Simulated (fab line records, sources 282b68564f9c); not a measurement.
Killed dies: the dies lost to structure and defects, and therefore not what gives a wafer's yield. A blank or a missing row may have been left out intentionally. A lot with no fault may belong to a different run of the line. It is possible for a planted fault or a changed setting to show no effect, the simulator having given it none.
The tool behind it: which one? || flow rit cmos || 7 lots, 21 wafers sampled, at 2 steps of a route of 202

== WHAT THE GAUGES SHOWED, per wafer ==
RIT_SILICIDE_RS_MEAS_02: the measuring method here is four-point-probe.
{"lot": "L124", "measured": "day 3 08:05", "on": "film metro-01", "SILICIDE_TI_RS (ohm/sq)": "47.9 47.9 47.9"}
{"lot": "L126", "measured": "day 3 17:13", "on": "film metro-04", "SILICIDE_TI_RS (ohm/sq)": "48.0 48.6 48.5"}
{"lot": "L128", "measured": "day 4 06:34", "on": "film metro-04", "SILICIDE_TI_RS (ohm/sq)": "49.0 48.8 48.9"}
{"lot": "L131", "measured": "day 4 19:12", "on": "film metro-03", "SILICIDE_TI_RS (ohm/sq)": "48.6 48.8 49.3"}
{"lot": "L133", "measured": "day 5 06:47", "on": "film metro-03", "SILICIDE_TI_RS (ohm/sq)": "48.7 49.1 49.1"}
{"lot": "L139", "measured": "day 6 11:47", "on": "film metro-01", "SILICIDE_TI_RS (ohm/sq)": "48.2 55.5 48.7"}
{"lot": "L143", "measured": "day 7 06:22", "on": "film metro-03", "SILICIDE_TI_RS (ohm/sq)": "48.5 48.2 55.1"}

== WHICH TOOL RAN EACH LOT (tool, then ch and the chambers of the sampled wafers, then the start) ==
{"lot": "L124", "RIT_SILICIDE_SPUTTER_01": "pvd sputter-01, day 3 07:56"}
{"lot": "L126", "RIT_SILICIDE_SPUTTER_01": "pvd sputter-01, day 3 17:04"}
{"lot": "L128", "RIT_SILICIDE_SPUTTER_01": "pvd sputter-01, day 4 06:23"}
{"lot": "L131", "RIT_SILICIDE_SPUTTER_01": "pvd sputter-03, day 4 19:03"}
{"lot": "L133", "RIT_SILICIDE_SPUTTER_01": "pvd sputter-03, day 5 06:38"}
{"lot": "L139", "RIT_SILICIDE_SPUTTER_01": "pvd sputter-03, day 6 11:38"}
{"lot": "L143", "RIT_SILICIDE_SPUTTER_01": "pvd sputter-03, day 7 06:10"}
- RIT_SILICIDE_SPUTTER_01: material Ti, target thk 30 nm, time 240 s.

== THE ANSWER, worked out from the rows above alone ==
Rule: the usual values come from the lots themselves. Put in order of their means at a reading, lots are off if they are a third of the lots or fewer, leave a main group of 4 or more, and stand apart from it by a gap of 3 or more times the standard deviation of the main group's means; of several such gaps the widest counts. The tables above print the reading to a certain number of digits; a main group whose means all agree to those digits is not used. Also off: a lot with no number at a reading for which 4 or more lots have one. The other lots that the step has rows for count as sound.
Off: at RIT_SILICIDE_RS_MEAS_02 (SILICIDE_TI_RS), L139, L143. For the main group the mean is 48.6 ohm/sq and the standard deviation 0.41.
A tool fits if, at a process step before that reading, it ran every lot that is off, and no sound lot after the first of them. The gauges at RIT_SILICIDE_RS_MEAS_02 are tried like those tools. One fits: pvd sputter-03 at RIT_SILICIDE_SPUTTER_01. A fault onset in the window from L133 (day 5 06:38, its last sound lot) to L139 (day 6 11:38, its first lot off) fits.

== WHAT WAS PUT IN BY THE SIMULATOR ==
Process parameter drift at RIT_SILICIDE_SPUTTER_01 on pvd sputter-03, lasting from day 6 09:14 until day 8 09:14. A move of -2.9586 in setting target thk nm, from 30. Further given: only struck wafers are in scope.
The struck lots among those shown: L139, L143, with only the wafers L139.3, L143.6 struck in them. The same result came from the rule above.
